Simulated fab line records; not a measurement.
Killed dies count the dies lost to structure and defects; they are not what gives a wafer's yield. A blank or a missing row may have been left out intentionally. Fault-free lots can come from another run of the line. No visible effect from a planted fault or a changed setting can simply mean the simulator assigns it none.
Which of the tools did it? + flow rit cmos + Sampling: 14 lots, 42 wafers, 3 of 202 route steps

== WHAT THE GAUGES READ, wafer by wafer ==
RIT_SDANNEAL_RS_MEAS_04: measurement is done with a four-point probe.
| lot  | measured    | on            | PSD_RS (ohm/sq)      |
|------|-------------|---------------|----------------------|
| L609 | day 3 03:40 | film metro-04 | 116.28 115.80 116.26 |
| L610 | day 3 12:18 | film metro-04 | 115.87 116.07 116.00 |
| L611 | day 3 16:34 | film metro-03 | 115.05 115.38 115.24 |
| L612 | day 3 21:06 | film metro-03 | 115.80 115.29 115.64 |
| L613 | day 4 01:40 | film metro-02 | 115.59 115.81 115.75 |
| L614 | day 4 08:43 | film metro-03 | 115.19 115.45 115.47 |
| L615 | day 4 09:16 | film metro-02 | 115.46 115.77 115.42 |
| L616 | day 4 13:59 | film metro-04 | 115.36 115.55 115.25 |
| L617 | day 4 22:59 | film metro-03 | 115.77 115.81 115.77 |
| L621 | day 5 20:08 | film metro-02 | 127.46 127.48 127.89 |
| L622 | day 5 20:28 | film metro-04 | 115.80 115.54 115.95 |
| L623 | day 6 00:02 | film metro-04 | 127.11 127.27 127.37 |
| L626 | day 6 19:05 | film metro-02 | 116.33 115.88 115.84 |
| L632 | day 8 01:55 | film metro-03 | 115.99 116.14 116.29 |

RIT_SDANNEAL_RS_MEAS_06: measurement is done with a four-point probe.
| lot  | measured    | on            | PLDD_RS (ohm/sq)  |
|------|-------------|---------------|-------------------|
| L609 | day 3 03:55 | film metro-04 | 178.9 179.1 178.7 |
| L610 | day 3 12:32 | film metro-04 | 179.0 179.2 179.1 |
| L611 | day 3 16:48 | film metro-03 | 178.7 178.7 178.7 |
| L612 | day 3 21:20 | film metro-03 | 178.7 178.4 178.5 |
| L613 | day 4 01:54 | film metro-02 | 178.2 178.7 178.8 |
| L614 | day 4 08:57 | film metro-03 | 178.2 178.0 178.2 |
| L615 | day 4 09:30 | film metro-02 | 178.1 178.9 178.5 |
| L616 | day 4 14:13 | film metro-04 | 178.1 178.8 178.5 |
| L617 | day 4 23:13 | film metro-03 | 178.3 178.3 178.3 |
| L621 | day 5 20:22 | film metro-02 | 191.3 191.0 191.0 |
| L622 | day 5 20:43 | film metro-04 | 179.0 178.9 178.6 |
| L623 | day 6 00:17 | film metro-04 | 189.8 190.4 190.2 |
| L626 | day 6 19:20 | film metro-02 | 179.3 178.8 179.4 |
| L632 | day 8 02:09 | film metro-03 | 179.0 178.9 178.6 |

== WHAT TOOL EACH LOT RAN ON (gives the tool, then ch and the chambers of the sampled wafers, and finally the start) ==
| lot  | RIT_SDANNEAL_RTA_03             |
|------|---------------------------------|
| L609 | rtp anneal-01 ch 0, day 3 03:37 |
| L610 | rtp anneal-02 ch 0, day 3 12:15 |
| L611 | rtp anneal-01 ch 0, day 3 16:30 |
| L612 | rtp anneal-02 ch 0, day 3 21:02 |
| L613 | rtp anneal-01 ch 0, day 4 01:36 |
| L614 | rtp anneal-02 ch 0, day 4 08:35 |
| L615 | rtp anneal-01 ch 0, day 4 09:13 |
| L616 | rtp anneal-02 ch 0, day 4 13:55 |
| L617 | rtp anneal-01 ch 0, day 4 22:55 |
| L621 | rtp anneal-01 ch 0, day 5 20:02 |
| L622 | rtp anneal-02 ch 0, day 5 20:25 |
| L623 | rtp anneal-01 ch 0, day 5 23:59 |
| L626 | rtp anneal-02 ch 0, day 6 19:02 |
| L632 | rtp anneal-02 ch 0, day 8 01:50 |
- RIT_SDANNEAL_RTA_03: time 5 s.

== AS READ BY THE TOOLS THEMSELVES (means over the sampled wafers that have a number; for cases with no such wafer, the mark the record gives instead) ==
RIT_SDANNEAL_RTA_03.
| lot  | tool          | wafer_temp_C_max |
|------|---------------|------------------|
| L609 | rtp anneal-01 | 1053.4           |
| L610 | rtp anneal-02 | 1054.3           |
| L611 | rtp anneal-01 | 1054.6           |
| L612 | rtp anneal-02 | 1055.0           |
| L613 | rtp anneal-01 | 1053.4           |
| L614 | rtp anneal-02 | 1054.0           |
| L615 | rtp anneal-01 | 1053.5           |
| L616 | rtp anneal-02 | 1054.8           |
| L617 | rtp anneal-01 | 1054.3           |
| L621 | rtp anneal-01 | 1053.8           |
| L622 | rtp anneal-02 | 1053.2           |
| L623 | rtp anneal-01 | 1054.2           |
| L626 | rtp anneal-02 | 1053.5           |
| L632 | rtp anneal-02 | 1053.3           |

== THE ANSWER, worked out from the rows above alone ==
Rule: usual is defined by the lots themselves. Put in order of their means at a reading, lots are off if they are a third of the lots or fewer, leave a main group of 4 or more, and stand apart from it by a gap of 3 or more times the standard deviation of the main group's means; of several such gaps the widest counts. Not used: any main group whose means are identical at the precision the tables above print for the reading. A lot without any number at a reading at which 4 lots or more have one is off too. Any other lot the step has rows for is counted as sound. Order of review: gauges by route order, followed by the tools' own readings, for which a lot's mean as printed above is used. The first step at which some lot is off is used, and at that step the reading that is off furthest; a lot without a number counts as furthest.
Off: L621, L623, seen at RIT_SDANNEAL_RS_MEAS_04 (PSD_RS). Mean 115.72 ohm/sq and standard deviation 0.29 in the main group.
If a tool, at a process step before that reading, ran all the lots that are off and no sound lot after the first of them, it fits. Gauges at RIT_SDANNEAL_RS_MEAS_04: tried the same way as those tools. One candidate fits, namely rtp anneal-01 at RIT_SDANNEAL_RTA_03. Its last sound lot is L617 (day 4 22:55), its first lot that is off L621 (day 5 20:02): a fault that began between those two fits.

== WHAT THE SIMULATOR HAD INSERTED ==
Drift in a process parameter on rtp anneal-01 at RIT_SDANNEAL_RTA_03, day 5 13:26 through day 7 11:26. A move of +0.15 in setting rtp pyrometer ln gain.
Struck lots among those shown: L621, L623. This agrees with what the rule above found.
